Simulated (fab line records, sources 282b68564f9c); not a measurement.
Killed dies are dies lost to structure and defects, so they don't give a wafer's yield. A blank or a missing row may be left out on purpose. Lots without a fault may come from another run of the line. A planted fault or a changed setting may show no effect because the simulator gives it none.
Split-lot experiment | flow rit_cmos | 5 lots, 23 wafers read, on a route of 202 steps

THE SPLIT
At RIT_NRETRO_IMPLANT_08, the setting dose_cm2 was moved away from the recipe's 1e+13 on 9 of the 23 wafers read, by -3.3% to +5.8%. The other wafers ran this setting at the recipe's value.

FROM THE SPLIT TO THE READING: what the file shows between them, 1 step
- RIT_NRETRO_STRIP_09: strips in O2, time 180 s

THE READING
NRETRO_TW, at RIT_NRETRO_TW_MEAS_10. Fault-free wafers of this fab line usually give 1062, standard deviation 8.3.

wafer  | tool, chamber at the split | dose_cm2 as run | against the recipe | NRETRO_TW | against lot-mates on the recipe
L075.1 | implanter-01, 0            | 1e+13           | recipe             | 1064      | -
L075.3 | implanter-01, 0            | 1e+13           | recipe             | 1064      | -
L075.5 | implanter-01, 0            | 1e+13           | recipe             | 1064      | -
L076.2 | implanter-02, 0            | 1e+13           | recipe             | 1051      | -
L076.3 | implanter-02, 0            | 1e+13           | recipe             | 1054      | -
L076.4 | implanter-02, 0            | 1e+13           | recipe             | 1051      | -
L076.5 | implanter-02, 0            | 1e+13           | recipe             | 1053      | -
L076.6 | implanter-02, 0            | 1e+13           | recipe             | 1058      | -
L079.1 | implanter-03, 0            | 1e+13           | recipe             | 1063      | -
L079.2 | implanter-03, 0            | 1.058e+13       | +5.8%              | 1072      | +10
L079.4 | implanter-03, 0            | 1.058e+13       | +5.8%              | 1078      | +16
L079.5 | implanter-03, 0            | 1e+13           | recipe             | 1060      | -
L079.6 | implanter-03, 0            | 1.058e+13       | +5.8%              | 1071      | +10
L083.1 | implanter-01, 0            | 1e+13           | recipe             | 1055      | -
L083.2 | implanter-01, 0            | 9.667e+12       | -3.3%              | 1043      | -14
L083.3 | implanter-01, 0            | 1e+13           | recipe             | 1059      | -
L083.4 | implanter-01, 0            | 9.667e+12       | -3.3%              | 1050      | -7
L083.5 | implanter-01, 0            | 9.667e+12       | -3.3%              | 1048      | -9
L085.1 | implanter-03, 0            | 1e+13           | recipe             | 1059      | -
L085.2 | implanter-03, 0            | 1.056e+13       | +5.6%              | 1075      | +17
L085.4 | implanter-03, 0            | 1.056e+13       | +5.6%              | 1078      | +20
L085.5 | implanter-03, 0            | 1e+13           | recipe             | 1057      | -
L085.6 | implanter-03, 0            | 1.056e+13       | +5.6%              | 1084      | +26

THE FIT
A straight line over all 23 wafers: NRETRO_TW changes by +3.23 for each +1% of dose_cm2; r = +0.91; the points scatter about the line by 4.6.
The same after taking each lot's own level away (the mean of its wafers on the recipe; 23 wafers): +2.92 for each +1%; r = +0.93; scatter 3.6.
On that fit, the largest move of dose_cm2 shifts the reading by 17.
The lots' own levels span 1053.4 to 1064.0, that is 1.3 times the standard deviation above.
So the lot-to-lot level changes the slope: the two fits differ.
Check: with one of the wafers moved furthest among these (+5.8%) left out of the fit, the line predicts +18 for it against its lot-mates. It came out at +10.5 against them.

OTHER SPLITS ON THESE WAFERS
These wafers also went through other splits before the reading. Each is held against what the fit with the lots' levels taken away leaves over:
other split on the same wafers    | wafers away from the commonest value | r with NRETRO_TW (lot level and that fit taken away)
RIT_ACTIVE_CVD_03 time_s          | 10                                   | -0.01
RIT_ACTIVE_EXPOSE_08 dose_mj      | 7                                    | +0.48
RIT_ACTIVE_ETCH_13 pressure_mtorr | 15                                   | -0.33
RIT_FOX2_OXIDATION_00 temp_c      | 18                                   | +0.42
RIT_NWELL_COAT_01 resist_thk_nm   | 5                                    | +0.10
RIT_NWELL_IMPLANT_08 dose_cm2     | 8                                    | +0.27
RIT_PWELL_DEVELOP_05 dev_temp_c   | 9                                    | -0.39
RIT_NRETRO_COAT_01 spin_rpm       | 9                                    | +0.66

THE FILE'S OWN FIT
NRETRO_TW changes by +2.93 for each +1% of dose_cm2, r = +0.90.
